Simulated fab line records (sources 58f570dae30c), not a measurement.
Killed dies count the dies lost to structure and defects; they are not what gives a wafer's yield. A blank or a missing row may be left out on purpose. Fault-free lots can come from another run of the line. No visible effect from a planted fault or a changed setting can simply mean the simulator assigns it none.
The same fault as seen by 2 desks + flow berkeley_cmos170 + every desk sees just its own numbers, and what lay behind them comes last

## FROM THE METROLOGY DESK
What the gauges read for every lot (on any tool): the sampled wafers with a number, averaged. Any lot whose mean is over 4 standard deviations away from the usual mean is out of limits and marked OUT; that distance is given in the brackets.
Columns: A = FIELD_OXIDE_THK at UCB170_FIELD_THK_MEAS_02, usual 558 nm; B = M2_AL_THK at UCB170_M2_THK_MEAS_03, usual 909 nm
| lot  | first seen here | A   | B   |
|------|-----------------|-----|-----|
| L971 | day 5 05:38     | 556 | 909 |
| L970 | day 5 05:38     | 551 | 911 |
| L974 | day 5 19:01     | 546 | 901 |
| L977 | day 6 09:02     | 565 | 915 |
| L975 | day 6 09:03     | 558 | 909 |
| L981 | day 7 14:10     | 570 | 912 |
| L980 | day 7 14:13     | 574 | 907 |
| L983 | day 8 00:46     | 556 | 921 |
| L985 | day 8 15:22     | 562 | 903 |
| L986 | day 8 15:24     | 562 | 902 |
| L987 | day 9 05:23     | 553 | 921 |
| L988 | day 9 05:23     | 553 | 911 |
| L993 | day 9 19:08     | 549 | 901 |
| L991 | day 9 19:08     | 555 | 917 |
Result from this desk: across the 14 lots, nothing is out of limits.

## THE TOOL OWNER'S DESK: plasma_asher-04
The tool's own readings at UCB170_M1_STRIP_13 (strips in O2): means of the sampled wafers that have a number, for each lot that ran on this tool. Any lot whose mean is over 4 standard deviations away from the usual mean is out of limits and marked OUT; that distance is given in the brackets.
Columns: A = chamber_pressure_mTorr at UCB170_M1_STRIP_13, usual 3500 mTorr; B = drypump_motor_current_A at UCB170_M1_STRIP_13, usual 5.4 A; C = o2_flow_sccm at UCB170_M1_STRIP_13, usual 400.0 sccm; D = oes_product_au at UCB170_M1_STRIP_13, usual 0.721 a.u.
| lot  | first seen here | A    | B   | C                       | D                |
|------|-----------------|------|-----|-------------------------|------------------|
| L970 | day 8 08:06     | 3504 | 5.1 | 400.8                   | 0.728            |
| L974 | day 8 22:15     | 3500 | 5.1 | 400.3                   | 0.718            |
| L977 | day 9 08:56     | 3505 | 5.1 | 400.5                   | 0.724            |
| L975 | day 9 10:43     | 3499 | 5.2 | 267.3 (-99 or more) OUT | 0.682 (-9.3) OUT |
| L980 | day 10 19:02    | 3497 | 5.1 | 333.9 (-55) OUT         | 0.700 (-4.9) OUT |
Finding of this desk: L975, L980 out of limits; the first was L975 at day 9 10:43, on o2_flow_sccm at UCB170_M1_STRIP_13. In limits: L970, L974, L977.

## ALL TOGETHER
The tool owner's desk could have raised an alarm at day 9 10:43, on L975, L980.
From the metrology desk's view, nothing was out of limits.
The metrology desk has L975, L980 on record, within its limits.
Of the lots named, all ran UCB170_M1_STRIP_13 on plasma_asher-04.

## WHAT THE SIMULATOR PUT IN
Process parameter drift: plasma_asher-04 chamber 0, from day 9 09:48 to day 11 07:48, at UCB170_M1_STRIP_13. From 400, the setting o2_flow_sccm moved by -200. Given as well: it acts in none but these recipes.
Shown lots that were struck: L975, L980.
How many hours passed from the start of the fault until each desk's first out-of-limits reading: the tool owner's desk, 1.
